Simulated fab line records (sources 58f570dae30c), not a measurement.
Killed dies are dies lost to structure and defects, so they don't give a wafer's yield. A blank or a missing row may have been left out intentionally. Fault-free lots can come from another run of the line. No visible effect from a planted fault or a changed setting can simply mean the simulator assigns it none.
2 desks, one fault + flow berkeley_cmos170 + what lay behind the numbers comes last; until then each desk has only its own

## DESK OF THE TOOL OWNER: litho_track-03
The tool's own readings at UCB170_PVT_DEVELOP_05 (develop time 45 s): means of the sampled wafers that have a number, for each lot that ran on this tool. The brackets show how far a lot's mean lies from the usual mean; more than 4 standard deviations puts the lot out of limits, marked OUT.
Columns: A = developer_temp_C at UCB170_PVT_DEVELOP_05, usual 21.01 C
| lot  | first seen here | A                |
|------|-----------------|------------------|
| L406 | day 5 09:00     | 21.05            |
| L414 | day 7 12:00     | 21.07            |
| L420 | day 8 14:00     | 21.83 (+6.8) OUT |
| L421 | day 8 14:00     | 21.80 (+6.5) OUT |
This desk's verdict: out of limits on L420, L421, starting with L420 at day 8 14:00 (developer_temp_C at UCB170_PVT_DEVELOP_05). L406, L414: within limits.

## FROM THE METROLOGY DESK
Lot by lot, what the gauges showed, no matter which tool ran the lot: averages of those sampled wafers that carry a number. The brackets show how far a lot's mean lies from the usual mean; more than 4 standard deviations puts the lot out of limits, marked OUT.
Columns: A = NVT_OVL at UCB170_NVT_OVL_MEAS_06, usual 3 nm; B = PVT_TW at UCB170_PVT_TW_MEAS_09, usual 508
| lot  | first seen here | A  | B   |
|------|-----------------|----|-----|
| L406 | day 5 08:04     | 7  | 509 |
| L411 | day 6 06:40     | 2  | 511 |
| L408 | day 6 07:07     | 5  | 512 |
| L410 | day 6 07:11     | 12 | 500 |
| L412 | day 7 01:16     | 6  | 513 |
| L417 | day 7 09:06     | 6  | 514 |
| L414 | day 7 09:19     | 7  | 509 |
| L415 | day 7 09:23     | -1 | 513 |
| L421 | day 8 11:47     | 4  | 510 |
| L420 | day 8 12:03     | 5  | 500 |
| L424 | day 8 22:54     | 0  | 512 |
| L426 | day 9 14:41     | 4  | 505 |
| L425 | day 9 14:56     | 2  | 505 |
| L427 | day 9 15:10     | 4  | 510 |
This desk's verdict: no lot among the 14 shows anything out of limits.

## BROUGHT TOGETHER
The tool owner's desk could have raised an alarm at day 8 14:00, on L420, L421.
At the metrology desk, nothing out of limits was observed.
The metrology desk has L420, L421 on record, within its limits.
Every lot named ran UCB170_PVT_DEVELOP_05 on litho_track-03.

## WHAT THE SIMULATOR HAD PUT IN
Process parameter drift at UCB170_PVT_DEVELOP_05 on litho_track-03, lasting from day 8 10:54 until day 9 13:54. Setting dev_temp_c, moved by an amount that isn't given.
Lots struck among those shown: L420, L421.
Each desk's first reading out of limits, in hours after the fault started: the tool owner's desk, 3.
